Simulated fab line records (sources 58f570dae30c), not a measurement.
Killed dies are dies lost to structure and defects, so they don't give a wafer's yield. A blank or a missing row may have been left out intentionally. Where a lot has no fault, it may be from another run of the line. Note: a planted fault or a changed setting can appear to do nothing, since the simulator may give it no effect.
Commonality check across tools | flow berkeleyCmos170 | Sample size 13 lots and 39 wafers

## THE REASON FOR OPENING IT
UCB170_SDANNEAL_RS_MEAS_02, reading PSD_RS: flagged on 3 of 13 lots. Fault-free wafers read 75.65 ohm/sq, with a standard deviation of 0.25.
Rule: a lot is flagged when every wafer of it that has a number lies more than 4 standard deviations from that mean, or none has a number. The other lots count as sound.

lot  | measured     | on           | PSD_RS (ohm/sq), wafer by wafer | flag
L947 | day 8 08:07  | filmMetro-01 | 75.95 76.09 75.79               | 
L946 | day 8 09:42  | filmMetro-01 | 75.32 75.48 75.08               | 
L950 | day 8 18:19  | filmMetro-03 | 75.23 75.58 75.75               | 
L949 | day 8 18:29  | filmMetro-04 | 75.65 75.70 75.91               | 
L951 | day 8 18:59  | filmMetro-04 | 75.91 75.69 75.83               | 
L948 | day 8 19:16  | filmMetro-01 | 75.74 75.91 75.91               | 
L955 | day 9 17:52  | filmMetro-01 | 105.98 105.41 105.14            | FLAGGED
L956 | day 10 02:46 | filmMetro-04 | 105.87 105.29 105.42            | FLAGGED
L959 | day 10 07:50 | filmMetro-03 | 105.14 105.05 105.29            | FLAGGED
L963 | day 12 00:07 | filmMetro-01 | 75.73 75.65 76.04               | 
L966 | day 12 12:14 | filmMetro-04 | 75.75 75.66 75.74               | 
L967 | day 12 12:55 | filmMetro-04 | 75.36 75.01 75.61               | 
L969 | day 13 00:43 | filmMetro-04 | 75.17 75.48 75.45               | 
The numbers of the flagged lots are 105.40 ohm/sq on average: +29.75 ohm/sq against the usual, or +99 or more standard deviations.

## EACH LOT AND THE TOOL IT RAN ON
2 process steps preceding the reading are held in the record, out of 331 steps in the route. Each cell gives the tool, then ch followed by the chambers the sampled wafers passed through, then the start.
lot  | flag    | UCB170_NLDD_STRIP_10                | UCB170_SDANNEAL_RTA_01
L947 |         | plasmaAsher-02 ch 0,1, day 7 16:40  | rtpAnneal-01 ch 0, day 8 08:03
L946 |         | plasmaAsher-03 ch 0,1, day 7 16:47  | rtpAnneal-01 ch 0, day 8 09:38
L950 |         | plasmaAsher-01 ch 0, day 8 04:19    | rtpAnneal-01 ch 0, day 8 18:15
L949 |         | plasmaAsher-02 ch 0,1, day 8 04:04  | rtpAnneal-02 ch 0, day 8 18:25
L951 |         | plasmaAsher-02 ch 0,1, day 8 05:47  | rtpAnneal-01 ch 0, day 8 18:41
L948 |         | plasmaAsher-01 ch 0,1, day 8 04:59  | rtpAnneal-02 ch 0, day 8 19:08
L955 | FLAGGED | plasmaAsher-01 ch 0,1, day 9 01:41  | rtpAnneal-02 ch 0, day 9 17:43
L956 | FLAGGED | plasmaAsher-02 ch 0,1, day 9 16:34  | rtpAnneal-02 ch 0, day 10 02:41
L959 | FLAGGED | plasmaAsher-01 ch 0,1, day 9 20:36  | rtpAnneal-02 ch 0, day 10 07:46
L963 |         | plasmaAsher-01 ch 0,1, day 11 09:32 | rtpAnneal-01 ch 0, day 12 00:02
L966 |         | plasmaAsher-02 ch 0,1, day 12 00:41 | rtpAnneal-01 ch 0, day 12 12:10
L967 |         | plasmaAsher-02 ch 0,1, day 12 01:19 | rtpAnneal-01 ch 0, day 12 12:51
L969 |         | plasmaAsher-02 ch 0,1, day 12 10:59 | rtpAnneal-01 ch 0, day 13 00:40
What is done by these steps:
- UCB170_NLDD_STRIP_10: strips in O2.
- UCB170_SDANNEAL_RTA_01: time 5 s.
- UCB170_SDANNEAL_RS_MEAS_02: measures by four-point-probe.

## FLAGGED OVER TOTAL, TOOL BY TOOL (the gauges that took the reading come last)
step                       | tool           | lots run | flagged | share of the flagged lots | sound lots run after its first flagged lot
UCB170_NLDD_STRIP_10       | plasmaAsher-01 | 5        | 2       | some                      | 1 (L963)
UCB170_NLDD_STRIP_10       | plasmaAsher-02 | 7        | 1       | some                      | 3 (L966,L967,L969)
UCB170_NLDD_STRIP_10       | plasmaAsher-03 | 1        | 0       | none                      | -
UCB170_SDANNEAL_RTA_01     | rtpAnneal-01   | 8        | 0       | none                      | -
UCB170_SDANNEAL_RTA_01     | rtpAnneal-02   | 5        | 3       | all                       | 0
UCB170_SDANNEAL_RS_MEAS_02 | filmMetro-01   | 5        | 1       | some                      | 1 (L963)
UCB170_SDANNEAL_RS_MEAS_02 | filmMetro-03   | 2        | 1       | some                      | 0
UCB170_SDANNEAL_RS_MEAS_02 | filmMetro-04   | 6        | 1       | some                      | 3 (L966,L967,L969)

## WHAT IS ALLOWED BY THE TABLE
In the table, 1 row covers all flagged lots: rtpAnneal-02 at UCB170_SDANNEAL_RTA_01.
- rtpAnneal-02 at UCB170_SDANNEAL_RTA_01: 3 of its 5 lots flagged. It ran its last sound lot, L948, at day 8 19:08 and its first flagged lot, L955, at day 9 17:43: a fault with its onset between the two fits.
Just one tool remains: rtpAnneal-02 at UCB170_SDANNEAL_RTA_01.

## WHAT THE SIMULATOR HAD PUT IN
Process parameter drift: rtpAnneal-02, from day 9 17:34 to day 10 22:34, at UCB170_SDANNEAL_RTA_01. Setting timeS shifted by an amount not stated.
Struck lots among those shown: L955, L956, L959. This agrees with what the rule above found.
